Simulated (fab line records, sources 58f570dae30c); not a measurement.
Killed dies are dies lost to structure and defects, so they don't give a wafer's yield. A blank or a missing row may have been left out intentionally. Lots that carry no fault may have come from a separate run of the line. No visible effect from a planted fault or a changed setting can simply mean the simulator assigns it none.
One fault through the eyes of 2 desks / flow berkeley_cmos170 / each desk has only its own numbers; what lay behind them comes last

FOR THE TOOL OWNER'S DESK: rie_si-02
The tool's own readings at UCB170_GATE_ETCH_15 (etches poly-Si in HBr/Cl2, stops on SiO2, time 56.3 s, target depth 278.2 nm): means of the sampled wafers that have a number, for each lot that ran on this tool. Marked OUT: a lot whose mean sits more than 4 standard deviations from the usual mean, which makes it out of limits; the brackets give that distance.
Columns: A = chamber_pressure_mTorr at UCB170_GATE_ETCH_15, usual 15.000 mTorr; B = drypump_motor_current_A at UCB170_GATE_ETCH_15, usual 5.7 A; C = oes_product_au at UCB170_GATE_ETCH_15, usual 0.830 a.u.; D = run_length_s at UCB170_GATE_ETCH_15, usual 84.8 s; E = throttle_valve_pct at UCB170_GATE_ETCH_15, usual 26.33 %
lot=L813; first seen here=day 8 03:56; A=15.005; B=6.7; C=0.966 (+9.1) OUT; D=62.4 (-50) OUT; E=26.36
lot=L815; first seen here=day 8 17:56; A=14.995; B=6.1; C=0.869; D=77.0 (-17) OUT; E=26.66
lot=L829; first seen here=day 11 19:57; A=15.002; B=6.0; C=0.825; D=84.5; E=26.51
Finding of this desk: L813, L815 out of limits; the first was L813 at day 8 03:56, on oes_product_au at UCB170_GATE_ETCH_15. L829 stayed within limits.

THE METROLOGY DESK
What the gauges read for every lot (on any tool): the sampled wafers with a number, averaged. Marked OUT: a lot whose mean sits more than 4 standard deviations from the usual mean, which makes it out of limits; the brackets give that distance.
Columns: A = GATE_POLY_THK at UCB170_GATE_THK_MEAS_05, usual 214.0 nm; B = cd_nm at UCB170_GATE_CD_MEAS_12, usual 350.3 nm; C = GATE_OVL at UCB170_GATE_OVL_MEAS_13, usual 1 nm
lot=L811; first seen here=day 7 13:10; A=215.0; B=351.1; C=1
lot=L813; first seen here=day 8 02:29; A=213.6; B=352.5; C=-1
lot=L815; first seen here=day 8 16:30; A=212.0; B=351.3; C=0
lot=L818; first seen here=day 9 06:06; A=214.5; B=350.0; C=1
lot=L829; first seen here=day 11 18:20; A=214.9; B=348.9; C=0
lot=L830; first seen here=day 11 18:20; A=215.1; B=351.3; C=8
Result from this desk: across the 6 lots, nothing is out of limits.

ALL TOGETHER
The tool owner's desk had the chance to raise an alarm at day 8 03:56 on L813, L815.
Metrology desk: nothing out of limits seen.
The metrology desk has L813, L815 on record, within its limits.
Every lot named ran UCB170_GATE_ETCH_15 on rie_si-02.

WHAT HAD BEEN PUT IN BY THE SIMULATOR
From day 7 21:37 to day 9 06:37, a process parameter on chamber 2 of rie_si-02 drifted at UCB170_GATE_ETCH_15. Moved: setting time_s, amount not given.
Lots struck among those shown: L813, L815.
Each desk's first reading out of limits, in hours after the fault started: the tool owner's desk, 6.
